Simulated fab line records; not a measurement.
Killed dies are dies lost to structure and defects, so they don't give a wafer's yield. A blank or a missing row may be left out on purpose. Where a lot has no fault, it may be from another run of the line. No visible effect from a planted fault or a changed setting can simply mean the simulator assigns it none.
fab line records ; flow berkeleyCmos170
[record] lots = 13; wafers = 39; lastDay = 13
route steps=331 shown M1@244
lots that met no fault: from a run of the same line without faults
startH: start of the lot's first displayed wafer, in hours after the record's first day ; waitH: hours elapsed since this lot's preceding step ; " the same as in the row above ; L1.1+2: several wafers, shown together as one row ; - no value present, or no start provided ; * or withheld: withheld ; < > ~ a bound
route shown NAME@n: a module of which the file shows steps, and the number in the route of the first ; usual: mean/standard deviation taken from wafers without a fault ; same: alike in all rows ; chamber/n: place in a boat ; sites: each site's reading ; _std_site: the standard deviation of these ; _edge_site: the outer-site mean with the inner-site mean subtracted ; radiusMm: for every site, how far away it sits from the centre of the wafer ; mask NAME#n: copy n ; behind: tool/chamber where the wafer was last shaped ; hold: why the lot was held/for how many hours/how that ended ; device: names the non-switching transistor (n, p or np) ; end of line: tests run on the same wafers once the route is complete ; for a step that has no rows: nothing shown but its recipe ; killed: the dies lost at the first sort to structure and to defects; this is not the yield of the wafer ; map: the dies of a wafer, with x for killed, . for not killed, _ for no die there
set.NAME: the setting the step ran with; set.NAME@STEP: the setting that earlier step ran with ; model.NAME: the simulator's own value behind a step, which no gauge read
route steps across a sampled set of lots; one table per step, one row per wafer
services: the hour from which a tool's chamber was out of use, counted from the record's first day as startH (under 0 if before that day), plus the number of hours and why
[[steps]]
[step UCB170_M1_EXPOSE_06]
[recipe] maskId = METAL1; targetCdNm = 700; na = 0.5; sigmaOuter = 0.6; sourceShape = conventional; doseMj = 21
[usual] stageVelMmS = 500.00/0.25
[same] na = 0.5
lot.wafer;tool;chamber;startH;waitH;mask;stageVelMmS
L231.1;krfScanner-02;0;176.81;-;METAL1#0;499.56
L231.5;krfScanner-02;0;176.81;-;METAL1#0;499.80
L231.6;krfScanner-02;0;176.81;-;METAL1#0;499.66
L232.1;krfScanner-01;0;177.34;-;METAL1#0;500.02
L232.4;krfScanner-01;0;177.34;-;METAL1#0;499.90
L232.5;krfScanner-01;0;177.34;-;METAL1#0;500.03
L234.1;krfScanner-01;0;184.91;-;METAL1#0;500.42
L234.2;krfScanner-01;0;184.91;-;METAL1#0;500.30
L234.3;krfScanner-01;0;184.91;-;METAL1#0;500.27
L235.1;krfScanner-02;0;185.43;-;METAL1#0;499.62
L235.4;krfScanner-02;0;185.43;-;METAL1#0;499.33
L235.6;krfScanner-02;0;185.43;-;METAL1#0;499.90
L237.2;krfScanner-01;0;203.78;-;METAL1#0;499.74
L237.4;krfScanner-01;0;203.78;-;METAL1#0;499.99
L237.6;krfScanner-01;0;203.78;-;METAL1#0;499.67
L238.1;krfScanner-01;0;204.66;-;METAL1_R1#0;500.07
L238.3;krfScanner-01;0;204.66;-;METAL1_R1#0;500.17
L238.4;krfScanner-01;0;204.66;-;METAL1_R1#0;500.07
L241.2;krfScanner-01;0;213.16;-;METAL1#0;500.08
L241.3;krfScanner-01;0;213.16;-;METAL1#0;500.01
L241.4;krfScanner-01;0;213.16;-;METAL1#0;500.17
L246.3;krfScanner-02;0;248.31;-;METAL1#0;499.75
L246.4;krfScanner-02;0;248.31;-;METAL1#0;500.21
L246.5;krfScanner-02;0;248.31;-;METAL1#0;500.17
L249.3;krfScanner-02;0;263.13;-;METAL1#0;500.10
L249.4;krfScanner-02;0;263.13;-;METAL1#0;500.11
L249.6;krfScanner-02;0;263.13;-;METAL1#0;500.25
L248.1;krfScanner-02;0;263.21;-;METAL1#0;500.09
L248.3;krfScanner-02;0;263.21;-;METAL1#0;500.14
L248.4;krfScanner-02;0;263.21;-;METAL1#0;499.98
L254.1;krfScanner-01;0;279.26;-;METAL1#0;500.23
L254.2;krfScanner-01;0;279.26;-;METAL1#0;499.86
L254.6;krfScanner-01;0;279.26;-;METAL1#0;499.90
L252.1;krfScanner-02;0;279.95;-;METAL1#0;499.82
L252.2;krfScanner-02;0;279.95;-;METAL1#0;499.84
L252.3;krfScanner-02;0;279.95;-;METAL1#0;499.70
L253.1;krfScanner-02;0;293.34;-;METAL1#0;499.91
L253.4;krfScanner-02;0;293.34;-;METAL1#0;499.84
L253.5;krfScanner-02;0;293.34;-;METAL1#0;499.50
[step UCB170_M1_CD_MEAS_09]
[recipe] targetCdNm = 700
[usual] cdNm = 700.3/1.3
lot.wafer;tool;chamber;startH;waitH;cdNm
L231.1;cdSem-01;-;177.49;-;701.4
L231.5;cdSem-01;-;177.49;-;698.9
L231.6;cdSem-01;-;177.49;-;699.9
L232.1;cdSem-02;-;178.06;-;700.8
L232.4;cdSem-02;-;178.06;-;699.4
L232.5;cdSem-02;-;178.06;-;700.1
L234.1;cdSem-01;-;185.30;-;701.7
L234.2;cdSem-01;-;185.30;-;700.6
L234.3;cdSem-01;-;185.30;-;700.2
L235.1;cdSem-01;-;185.83;-;699.1
L235.4;cdSem-01;-;185.83;-;698.6
L235.6;cdSem-01;-;185.83;-;698.1
L237.2;cdSem-02;-;204.72;-;700.4
L237.4;cdSem-02;-;204.72;-;699.7
L237.6;cdSem-02;-;204.72;-;699.6
L238.1;cdSem-01;-;205.52;-;614.1
L238.3;cdSem-01;-;205.52;-;614.2
L238.4;cdSem-01;-;205.52;-;615.2
L241.2;cdSem-02;-;213.66;-;701.3
L241.3;cdSem-02;-;213.66;-;701.4
L241.4;cdSem-02;-;213.66;-;700.9
L246.3;cdSem-02;-;248.70;-;700.8
L246.4;cdSem-02;-;248.70;-;702.6
L246.5;cdSem-02;-;248.70;-;701.3
L249.3;cdSem-02;-;264.20;-;700.6
L249.4;cdSem-02;-;264.20;-;701.0
L249.6;cdSem-02;-;264.20;-;700.0
L248.1;cdSem-02;-;264.28;-;699.6
L248.3;cdSem-02;-;264.28;-;701.0
L248.4;cdSem-02;-;264.28;-;699.0
L254.1;cdSem-01;-;279.76;-;702.0
L254.2;cdSem-01;-;279.76;-;701.0
L254.6;cdSem-01;-;279.76;-;700.5
L252.1;cdSem-01;-;280.34;-;700.1
L252.2;cdSem-01;-;280.34;-;700.9
L252.3;cdSem-01;-;280.34;-;699.3
L253.1;cdSem-02;-;293.74;-;700.5
L253.4;cdSem-02;-;293.74;-;700.7
L253.5;cdSem-02;-;293.74;-;700.2
[[services]]
tool;chamber;startH;hours;kind
krfScanner-01;-;182.78;1.7;repair
krfScanner-02;-;200.80;0.6;repair
krfScanner-02;-;210.04;5.0;repair
krfScanner-01;-;256.96;1.1;repair
krfScanner-01;-;262.62;4.0;pm
krfScanner-02;-;266.64;1.3;pm
krfScanner-02;-;282.20;1.0;pm
krfScanner-01;-;284.56;1.3;pm
krfScanner-01;-;290.23;1.0;pm
[[key]]
[firstSign] step = UCB170_M1_EXPOSE_06; reading = mask; direction = changed
[effect] step = UCB170_M1_CD_MEAS_09; reading = cdNm; direction = down; sigmas = 65; usual = 700.3; struck = 614.5
metAt UCB170_M1_EXPOSE_06
struckLots L238
sortLeftOut L238.1,L238.3,L238.4
onsetBetween 203.78 204.66
[fault] kind = wrongMask; tool = any; chamber = -; onsetH = 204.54; steps = UCB170_M1_EXPOSE_06; auxCopy = METAL1_R1#0; cdOffsetNm = -84; scope = struckLotsOnly
// sortLeftOut: the simulated sort isn't trusted on such a fault, so these wafers' sort isn't shown, and their yield isn't known
